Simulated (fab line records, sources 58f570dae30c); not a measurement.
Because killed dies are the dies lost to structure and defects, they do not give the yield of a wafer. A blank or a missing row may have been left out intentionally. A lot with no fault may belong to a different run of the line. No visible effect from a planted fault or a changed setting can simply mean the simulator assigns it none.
Chamber matching / flow berkeley cmos170 / cmp-01 running UCB170_V2_CMP_02: 4 sister chambers
The step polishes SiO2. 20 wafers are shown with their chamber, then 10 later ones without.

WAFERS PAIRED WITH THEIR CHAMBERS
wafer=L315.2; chamber=1; motor current A (A)=16.8; retaining ring pressure frac=0.995
wafer=L315.3; chamber=2; motor current A (A)=16.5; retaining ring pressure frac=0.992
wafer=L315.5; chamber=0; motor current A (A)=17.1; retaining ring pressure frac=0.999
wafer=L317.3; chamber=1; motor current A (A)=15.2; retaining ring pressure frac=0.995
wafer=L317.4; chamber=2; motor current A (A)=15.6; retaining ring pressure frac=0.998
wafer=L317.5; chamber=2; motor current A (A)=15.7; retaining ring pressure frac=1.002
wafer=L321.3; chamber=3; motor current A (A)=16.9; retaining ring pressure frac=1.000
wafer=L321.4; chamber=2; motor current A (A)=15.6; retaining ring pressure frac=0.994
wafer=L321.6; chamber=1; motor current A (A)=15.4; retaining ring pressure frac=0.992
wafer=L323.1; chamber=2; motor current A (A)=15.8; retaining ring pressure frac=1.002
wafer=L323.2; chamber=1; motor current A (A)=15.4; retaining ring pressure frac=1.000
wafer=L323.5; chamber=1; motor current A (A)=15.3; retaining ring pressure frac=0.999
wafer=L325.2; chamber=3; motor current A (A)=17.0; retaining ring pressure frac=1.006
wafer=L325.5; chamber=0; motor current A (A)=16.9; retaining ring pressure frac=0.995
wafer=L325.6; chamber=3; motor current A (A)=17.4; retaining ring pressure frac=0.999
wafer=L326.1; chamber=0; motor current A (A)=16.7; retaining ring pressure frac=1.006
wafer=L326.2; chamber=3; motor current A (A)=17.1; retaining ring pressure frac=0.991
wafer=L326.5; chamber=2; motor current A (A)=15.2; retaining ring pressure frac=0.995
wafer=L327.4; chamber=3; motor current A (A)=16.5; retaining ring pressure frac=0.992
wafer=L327.5; chamber=1; motor current A (A)=15.4; retaining ring pressure frac=0.996

SIGNATURES, as means of the wafers listed above
reading=motor current A; chamber 0=16.900; chamber 1=15.583; chamber 2=15.733; chamber 3=16.980; scatter within a chamber=0.449
reading=retaining ring pressure frac; chamber 0=1.00000; chamber 1=0.99617; chamber 2=0.99717; chamber 3=0.99760; scatter within a chamber=0.00466
Rule: a wafer lies at a distance from a chamber equal to the root of the sum of squares, over the readings, of (its reading less the chamber's mean, divided by the reading's scatter). If the next closest chamber is less than 2 further off than the closest, the wafer can't be placed; otherwise it belongs to the closest. The scatter is the square root of a quotient: the sum, over the shown wafers, of each reading's squared deviation from its chamber's mean, divided by wafers minus chambers.

WAFERS WITHOUT THEIR CHAMBER
wafer=L327.6; motor current A (A)=17.3; retaining ring pressure frac=1.006
wafer=L336.2; motor current A (A)=14.8; retaining ring pressure frac=1.001
wafer=L336.3; motor current A (A)=16.1; retaining ring pressure frac=1.007
wafer=L336.4; motor current A (A)=17.1; retaining ring pressure frac=1.003
wafer=L338.1; motor current A (A)=16.0; retaining ring pressure frac=1.003
wafer=L338.3; motor current A (A)=14.5; retaining ring pressure frac=1.002
wafer=L338.6; motor current A (A)=15.2; retaining ring pressure frac=1.003
wafer=L337.3; motor current A (A)=18.1; retaining ring pressure frac=1.003
wafer=L337.5; motor current A (A)=16.2; retaining ring pressure frac=1.002
wafer=L337.6; motor current A (A)=17.8; retaining ring pressure frac=1.005

EACH ONE'S CHAMBER
wafer=L327.6; from the rows above=can't be placed: 0 or 3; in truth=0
wafer=L336.2; from the rows above=can't be placed: 1 or 2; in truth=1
wafer=L336.3; from the rows above=can't be placed: 2 or 0 or 1 or 3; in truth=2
wafer=L336.4; from the rows above=can't be placed: 0 or 3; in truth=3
wafer=L338.1; from the rows above=can't be placed: 2 or 1 or 0 or 3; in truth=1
wafer=L338.3; from the rows above=can't be placed: 1 or 2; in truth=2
wafer=L338.6; from the rows above=can't be placed: 1 or 2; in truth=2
wafer=L337.3; from the rows above=can't be placed: 0 or 3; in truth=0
wafer=L337.5; from the rows above=can't be placed: 2 or 0 or 1 or 3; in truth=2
wafer=L337.6; from the rows above=can't be placed: 0 or 3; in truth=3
Correctly placed: 0 of 10. Not placeable from these rows: 10 (in 10, the candidates include the true chamber). Placed wrongly: 0.
